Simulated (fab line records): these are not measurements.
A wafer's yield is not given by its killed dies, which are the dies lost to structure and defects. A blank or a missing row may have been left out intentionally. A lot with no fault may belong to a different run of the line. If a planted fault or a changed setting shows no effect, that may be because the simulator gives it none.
Comparing a struck lot with a sound one + flow rit-cmos + 21 out of 202 route steps
Sound: wafers L916.2, L916.3, L916.5. The struck wafers were L929.1, L929.4, L929.6. The cause comes at the end.
For every step that has rows: the tool of each side, followed by ch and its chambers, followed by its first start. Under that, the readings that differ: sound wafers + struck wafers + difference of the means + sigmas: that difference in standard deviations of wafers without a fault.
alike: readings whose means differ by less than 2 such deviations, and words and numbers that are the same on both sides. not compared: withheld readings, readings that some wafer has no value for, bounds like >300 that may hide the same value, and numbers for which the record gives no deviation and whose values overlap.
The two part at a step that has a row with sigmas, a row that says differs or no value, or rows on one side only. When numbers do not overlap yet have no deviation, they are printed without sigmas and do not part them. Lack of a reading on every wafer of one side parts them only where that side has two or more wafers.

RIT_GATE_CD_MEAS_16: target cd 150 nm.
  sound on cd-sem-01 at day 3 23:20; struck on cd-sem-02 at day 6 19:53
  alike: cd-nm
RIT_GATE_OVL_MEAS_17:
  sound on overlay-01 at day 3 23:27; struck on overlay-02 at day 6 20:01
  alike: GATE_OVL
then, 1 step without rows for these wafers: RIT_GATE_HARDBAKE_18 (time 60 s).
RIT_GATE_ETCH_19: etches poly-Si in SF6/CHF3/O2, stops on SiO2, time 165 s, target depth 312.5 nm.
  sound on rie-si-01 ch 0,2, day 3 23:38; struck on rie-si-02 ch 0,1,2, day 6 20:12
  alike: drypump-motor-current-A, oes-product-au, throttle-valve-pct
  not compared: rf-hours-counter-h
RIT_GATE_STRIP_20: strips in O2, time 180 s.
  sound on plasma-asher-03 ch 0,1, day 3 23:44; struck on plasma-asher-03 ch 0,1, day 6 20:18
  alike: drypump-motor-current-A
  not compared: rf-hours-counter-h
RIT_GATE_CD_MEAS_90: target cd 150 nm.
  sound on cd-sem-02 at day 3 23:56; struck on cd-sem-01 at day 6 20:29
  alike: cd-nm
then, 4 steps without rows for these wafers: RIT_REOX_CLEAN_00 (cleans in SC1, time 600 s); RIT_REOX_CLEAN_01 (cleans in dHF, time 30 s); RIT_REOX_CLEAN_02 (cleans in SC2, time 600 s); RIT_REOX_OXIDATION_03 (target thk 25.2 nm, ox time 5580 s).
RIT_REOX_THK_MEAS_04:
  sound on film-metro-04 at day 4 02:58; struck on film-metro-04 at day 7 02:35
  alike: REOX_OXIDE_THK
then, 1 step without rows for these wafers: RIT_NLDD_HMDS_00 (prime time 60 s).
RIT_NLDD_COAT_01: resist thk 1000 nm.
  sound on litho-track-03 ch 0, day 4 03:11; struck on litho-track-04 ch 0, day 7 02:47
| reading                                   | sound          | struck         | difference | sigmas |
|-------------------------------------------|----------------|----------------|------------|--------|
| model.NOVOLAK_of_NLDD_COAT_01.thk-nm (nm) | 1005 1002 1001 | 1067 1065 1063 | +62        |        |
  alike: exhaust-pa
then, 4 steps without rows for these wafers: RIT_NLDD_SOFTBAKE_02 (time 60 s); RIT_NLDD_EXPOSE_03 (exposes mask M7, target cd 40700 nm); RIT_NLDD_PEB_04; RIT_NLDD_DEVELOP_05 (develop time 50 s).
RIT_NLDD_OVL_MEAS_06:
  sound on overlay-02 at day 4 03:59; struck on overlay-02 at day 7 03:29
  alike: NLDD_OVL
RIT_NLDD_HARDBAKE_07: time 60 s.
  sound on litho-track-01 ch 0, day 4 04:02; struck on litho-track-04 ch 0, day 7 03:32
| reading                                   | sound             | struck          | difference | sigmas |
|-------------------------------------------|-------------------|-----------------|------------|--------|
| model.NOVOLAK_of_NLDD_COAT_01.thk-nm (nm) | 887.8 885.3 884.3 | 942.4 941 938.8 | +54.9      |        |
  alike: exhaust-pa
after that, 1 step had no rows for these wafers: RIT_NLDD_IMPLANT_08.
RIT_M1_PROBE_99:
  sound on prober-02 at day 4 20:34; struck on prober-02 at day 7 21:36
| reading     | sound | struck | difference | sigmas |
|-------------|-------|--------|------------|--------|
| killed-open | 4 2 9 | 1 1 1  | -4         | -2     |
  alike: killed-at-front-end, killed-dies, killed-short

== WHERE THEY PART ==
Within this record, at RIT_M1_PROBE_99 only.

WHY: what had been put in by the simulator
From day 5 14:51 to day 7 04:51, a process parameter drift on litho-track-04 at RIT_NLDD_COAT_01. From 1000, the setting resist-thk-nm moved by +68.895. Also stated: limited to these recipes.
